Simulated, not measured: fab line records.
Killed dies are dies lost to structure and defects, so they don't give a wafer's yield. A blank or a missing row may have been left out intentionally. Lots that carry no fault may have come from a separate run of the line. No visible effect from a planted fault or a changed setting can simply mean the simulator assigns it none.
Chamber matching ; flow berkeley_cmos170 ; UCB170_V1_CMP_02 on cmp-02: 4 sister chambers
The step polishes SiO2. 4 wafers are shown with their chamber, then 8 later ones without.

== WAFERS WITH THEIR CHAMBER ==
wafer;chamber;motor_current_A (A)
L429.5;3;16.4
L433.1;2;18.8
L433.5;0;17.0
L436.2;1;15.1

== WAFERS MISSING THEIR CHAMBER ==
wafer;motor_current_A (A)
L436.3;16.8
L436.5;16.5
L441.1;16.0
L441.5;16.3
L441.6;16.0
L443.1;16.0
L443.4;18.2
L443.6;16.5

== WHICH CHAMBER EACH ONE RAN IN ==
wafer;from the rows above;in truth
L436.3;can't be placed: 0 or 3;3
L436.5;can't be placed: 3 or 0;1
L441.1;can't be placed: 3 or 1 or 0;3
L441.5;can't be placed: 3 or 0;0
L441.6;can't be placed: 3 or 1 or 0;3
L443.1;can't be placed: 3 or 1 or 0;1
L443.4;can't be placed: 2 or 0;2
L443.6;can't be placed: 3 or 0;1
Correctly placed: 0 of 8. Not placeable from these rows: 8 (in 6, the candidates include the true chamber). Wrongly placed: 0.
How it was worked out, from the rows above alone: a wafer's distance from a chamber is the root of the sum, over the readings, of the square of ((its reading less the chamber's mean) divided by the reading's scatter). If the next closest chamber is less than 2 further off than the closest, the wafer can't be placed; otherwise it belongs to the closest. For every chamber, the mean is computed from those of its wafers that are shown. The scatter (one wafer shown for each chamber): square how far every hidden wafer sits from the nearest shown wafer, average those squares and take the square root.
